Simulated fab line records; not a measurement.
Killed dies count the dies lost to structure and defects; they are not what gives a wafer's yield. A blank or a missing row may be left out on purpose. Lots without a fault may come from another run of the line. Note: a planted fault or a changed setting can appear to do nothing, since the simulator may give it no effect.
Check for tools in common -- flow rit-cmos -- Sample size 15 lots and 45 wafers

== REASON FOR OPENING ==
3 of 15 lots carry a flag on the reading NWELL_RS at RIT_WELLDRIVE_RS_MEAS_01. Wafers without a fault read 275.5 ohm/sq, standard deviation 0.85.
Rule: a lot gets a flag if all its wafers with a number sit over 4 standard deviations from that mean, or if no wafer of it has a number. As for the other lots, they are considered sound.

lot,measured,on,"NWELL_RS (ohm/sq), wafer by wafer",flag
L486,day 2 15:01,film-metro-01,275.7 275.2 275.7,
L487,day 2 17:51,film-metro-04,275.3 275.0 275.4,
L488,day 2 21:06,film-metro-01,275.4 275.6 275.9,
L489,day 3 05:29,film-metro-01,275.9 275.9 276.1,
L490,day 3 10:32,film-metro-02,274.4 274.7 274.7,
L491,day 3 14:16,film-metro-01,274.8 276.4 275.8,
L492,day 4 00:57,film-metro-01,284.1 283.3 284.0,FLAGGED
L494,day 4 08:40,film-metro-04,282.8 283.1 282.9,FLAGGED
L495,day 4 12:18,film-metro-04,282.8 282.3 282.3,FLAGGED
L498,day 4 23:25,film-metro-04,274.8 274.7 275.1,
L503,day 6 04:01,film-metro-04,275.2 274.7 275.2,
L504,day 6 08:20,film-metro-04,276.4 275.1 276.0,
L505,day 6 13:34,film-metro-01,276.8 276.6 276.8,
L506,day 6 23:56,film-metro-02,275.3 276.3 275.6,
L508,day 7 14:04,film-metro-01,276.8 276.8 276.8,
The numbers of the flagged lots are 283.1 ohm/sq on average: +7.6 ohm/sq against the usual, or +9 standard deviations.

== EACH LOT AND THE TOOL IT RAN ON ==
The record keeps 1 process step preceding the reading, out of 202 steps on the route. Read each cell as the tool, then ch plus the chambers that the sampled wafers visited, then the start.
lot,flag,RIT_NWELL_IMPLANT_08
L486,,"implanter-03 ch 0, day 2 06:35"
L487,,"implanter-03 ch 0, day 2 09:05"
L488,,"implanter-03 ch 0, day 2 13:59"
L489,,"implanter-04 ch 0, day 2 22:29"
L490,,"implanter-03 ch 0, day 3 00:59"
L491,,"implanter-04 ch 0, day 3 04:23"
L492,FLAGGED,"implanter-04 ch 0, day 3 17:23"
L494,FLAGGED,"implanter-04 ch 0, day 3 23:45"
L495,FLAGGED,"implanter-04 ch 0, day 4 04:28"
L498,,"implanter-03 ch 0, day 4 15:00"
L503,,"implanter-03 ch 0, day 5 20:59"
L504,,"implanter-02 ch 0, day 6 01:19"
L505,,"implanter-02 ch 0, day 6 05:02"
L506,,"implanter-03 ch 0, day 6 14:36"
L508,,"implanter-02 ch 0, day 7 06:28"
What the steps here do:
- RIT_NWELL_IMPLANT_08
- RIT_WELLDRIVE_RS_MEAS_01: measures by four-point-probe.

== FLAGGED OVER TOTAL, TOOL BY TOOL (the gauges that took the reading come last) ==
step,tool,lots run,flagged,share of the flagged lots,sound lots run after its first flagged lot
RIT_NWELL_IMPLANT_08,implanter-02,3,0,none,-
RIT_NWELL_IMPLANT_08,implanter-03,7,0,none,-
RIT_NWELL_IMPLANT_08,implanter-04,5,3,all,0
RIT_WELLDRIVE_RS_MEAS_01,film-metro-01,7,1,some,"2 (L505,L508)"
RIT_WELLDRIVE_RS_MEAS_01,film-metro-02,2,0,none,-
RIT_WELLDRIVE_RS_MEAS_01,film-metro-04,6,2,some,"3 (L498,L503,L504)"

== WHAT THE TABLE ALLOWS ==
1 row of the table ran every flagged lot: implanter-04 at RIT_NWELL_IMPLANT_08.
- implanter-04 at RIT_NWELL_IMPLANT_08 ran 5 lots, 3 of them flagged. Its last sound lot is L491 (day 3 04:23), its first flagged lot L492 (day 3 17:23): a fault that began between those two fits. Its own readings (dose-ions-cm2) fall more than 4 standard deviations out on all wafers of the flagged lots.
Left over: one tool, implanter-04 at RIT_NWELL_IMPLANT_08.

== WHAT THE SIMULATOR HAD INSERTED ==
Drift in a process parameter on implanter-04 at RIT_NWELL_IMPLANT_08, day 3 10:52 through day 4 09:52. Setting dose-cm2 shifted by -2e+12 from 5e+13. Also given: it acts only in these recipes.
Struck lots among those shown: L492, L494, L495. The rule above reached the same finding.
